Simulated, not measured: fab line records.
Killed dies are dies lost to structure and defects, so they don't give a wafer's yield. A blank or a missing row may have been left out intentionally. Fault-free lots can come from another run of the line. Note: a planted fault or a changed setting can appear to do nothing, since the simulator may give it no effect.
Split-lot trial | flow berkeley cmos170 | 5 lots, 23 wafers read, on a route of 331 steps

== ON THE SPLIT ==
At UCB170_NSD_PEB_04, the setting peb temp c was moved away from the recipe's 130 C on 9 of the 23 wafers read, by -2.5% to -1.5%. This setting was run at the recipe's value on the other wafers.

== FROM SPLIT TO READING: 1 step shown by the file between the two ==
- UCB170_NSD_DEVELOP_05: develop time 45 s

== THE READING ==
Shown in nm: cd nm at UCB170_NSD_CD_MEAS_06, with target cd 1200 nm. A value of 1199.0 nm with a standard deviation of 1.3 nm is what fault-free wafers of this fab line usually give.

wafer  | tool, chamber at the split | peb temp c as run, C | against the recipe | cd nm, nm | against lot-mates on the recipe
L076.2 | litho track-03, 0          | 128.1                | -1.5%              | 1172.0    | -21.9
L076.3 | litho track-03, 0          | 130                  | recipe             | 1186.8    | -
L076.4 | litho track-03, 0          | 128.1                | -1.5%              | 1183.6    | -10.3
L076.5 | litho track-03, 0          | 130                  | recipe             | 1197.6    | -
L076.6 | litho track-03, 0          | 130                  | recipe             | 1197.3    | -
L078.1 | litho track-02, 0          | 130                  | recipe             | 1198.5    | -
L078.2 | litho track-02, 0          | 130                  | recipe             | 1199.6    | -
L078.3 | litho track-02, 0          | 126.7                | -2.5%              | 1173.7    | -25.5
L078.4 | litho track-02, 0          | 126.7                | -2.5%              | 1172.5    | -26.7
L078.6 | litho track-02, 0          | 130                  | recipe             | 1199.5    | -
L079.3 | litho track-02, 0          | 130                  | recipe             | 1199.2    | -
L079.4 | litho track-02, 0          | 130                  | recipe             | 1198.0    | -
L079.5 | litho track-02, 0          | 130                  | recipe             | 1198.4    | -
L080.1 | litho track-03, 0          | 127.5                | -1.9%              | 1181.0    | -17.5
L080.2 | litho track-03, 0          | 127.5                | -1.9%              | 1179.5    | -19.0
L080.4 | litho track-03, 0          | 127.5                | -1.9%              | 1181.2    | -17.3
L080.5 | litho track-03, 0          | 130                  | recipe             | 1198.3    | -
L080.6 | litho track-03, 0          | 130                  | recipe             | 1198.7    | -
L084.2 | litho track-02, 0          | 127.3                | -2.1%              | 1176.5    | -29.6
L084.3 | litho track-02, 0          | 130                  | recipe             | 1197.2    | -
L084.4 | litho track-02, 0          | 127.3                | -2.1%              | 1178.0    | -28.1
L084.5 | litho track-02, 0          | 130                  | recipe             | 1209.6    | -
L084.6 | litho track-02, 0          | 130                  | recipe             | 1211.5    | -

FIT RESULTS
A straight line over all 23 wafers: cd nm changes by +10.6 nm for each +1% of peb temp c; r = +0.90; the points scatter about the line by 5.2 nm.
The same after taking each lot's own level away (the mean of its wafers on the recipe; 23 wafers): +10.9 nm for each +1%; r = +0.94; scatter 4.2 nm.
On that fit, the largest move of peb temp c shifts the reading by 28 nm.
Across the lots, their own levels run from 1193.90 to 1206.10 nm, a range of 9.4 times the standard deviation given above.
Consequently the slope shifts little with the lot-to-lot level, the two slopes agreeing.
Check: -28.2 nm against its lot-mates is what the line predicts for one of the wafers moved furthest among these (-2.5%) when that wafer is left out of the fit. It came out at -25.5 nm against them.

== THESE WAFERS: OTHER SPLITS ==
Note: prior to the reading, these wafers also went through further splits. Each is held against what the fit with the lots' levels taken away leaves over:
other split on the same wafers    | wafers away from the commonest value | r with cd nm (lot level and that fit taken away)
UCB170_PLDD_EXPOSE_03 dose mj     | 5                                    | +0.01
UCB170_NLDD_COAT_01 resist thk nm | 9                                    | +0.18
UCB170_NLDD_IMPLANT_09 dose cm2   | 8                                    | -0.01
UCB170_NSD_EXPOSE_03 dose mj      | 4                                    | +0.56

== FILE'S OWN FIT ==
cd nm changes by +11.1 nm for each +1% of peb temp c, r = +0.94.
